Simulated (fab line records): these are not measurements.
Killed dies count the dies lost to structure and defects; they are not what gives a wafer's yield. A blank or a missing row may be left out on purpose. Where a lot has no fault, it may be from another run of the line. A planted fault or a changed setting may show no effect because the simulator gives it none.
A lot that was struck, set against a sound lot + flow berkeley_cmos170 + 14 steps out of a route of 331
Sound: the wafers L605.1, L605.3, L605.5. Struck: wafers L600.3, L600.4, L600.6. The cause is given at the end.
Per side, at each step with rows, come the tool, then ch with its chambers, and then its first start. Under that, the readings that differ: sound wafers + struck wafers + difference of the means + sigmas: that difference in standard deviations of wafers without a fault.
alike: readings with means less than 2 such deviations apart, plus words and numbers identical on both sides. not compared: withheld readings, readings lacking a value on some wafer, bounds such as >300 that could conceal the same value, and numbers that have no deviation in the record and whose values overlap.
The two part at a step that has a row with sigmas, a row that says differs or no value, or rows on one side only. When numbers do not overlap yet have no deviation, they are printed without sigmas and do not part them. Lack of a reading on every wafer of one side parts them only where that side has two or more wafers.

first, 1 step without rows for these wafers: UCB170_NWELL_OXIDATION_01 (target thk 26.4 nm, ox time 1260 s).
UCB170_NWELL_THK_MEAS_02:
  sound on film_metro-04 at day 5 22:07; struck on film_metro-04 at day 4 16:45
  alike: NWELL_OXIDE_THK
then, 2 steps without rows for these wafers: UCB170_NWELL_ANNEAL_03 (time 900 s); UCB170_NWELL_CVD_04 (deposits Si3N4 from SiH2Cl2/NH3, target thk 224 nm, time 3360 s).
UCB170_NWELL_THK_MEAS_05:
  sound on film_metro-04 at day 6 03:45; struck on film_metro-03 at day 5 00:22
  alike: NWELL_NITRIDE_THK
then, 6 steps without rows for these wafers: UCB170_NWELL_HMDS_06 (prime time 60 s); UCB170_NWELL_COAT_07 (resist thk 900 nm); UCB170_NWELL_SOFTBAKE_08 (time 60 s); UCB170_NWELL_EXPOSE_09 (exposes mask NWELL, target cd 3000 nm); UCB170_NWELL_PEB_10; UCB170_NWELL_DEVELOP_11 (develop time 45 s).
UCB170_NWELL_OVL_MEAS_12:
  sound on overlay-02 at day 6 05:20; struck on overlay-02 at day 5 01:42
  alike: NWELL_OVL
UCB170_NWELL_ETCH_13: etches Si3N4 in CH3F/Ar/O2, stops on SiO2, target depth 246.4 nm, time 154 s.
  sound on rie_diel-03 ch 1,2,3, day 6 05:22; struck on rie_diel-01 ch 0,3, day 5 01:44
| reading                                | sound             | struck            | difference | sigmas |
|----------------------------------------|-------------------|-------------------|------------|--------|
| oes_product_au (a.u.)                  | 0.948 0.933 0.925 | 0.993 1.023 0.989 | +0.066     | +4     |
| run_length_s (s)                       | 182.0 181.5 181.8 | 172.0 171.5 172.2 | -9.9       | -21    |
| model.KrF_of_NWELL_COAT_07.thk_nm (nm) | 716.3 711.6 712.5 | 727.5 728 731.3   | +15.5      |        |
  alike: O2_flow_sccm, drypump_motor_current_A, throttle_valve_pct
  not compared: rf_hours_counter_h
after that, 1 step had no rows for these wafers: UCB170_NWELL_IMPLANT_14.

== WHERE THEY PART ==
UCB170_NWELL_ETCH_13 only, going by this record.

WHY: the cause the simulator had injected
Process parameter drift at UCB170_NWELL_ETCH_13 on rie_diel-01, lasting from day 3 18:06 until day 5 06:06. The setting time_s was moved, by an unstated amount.
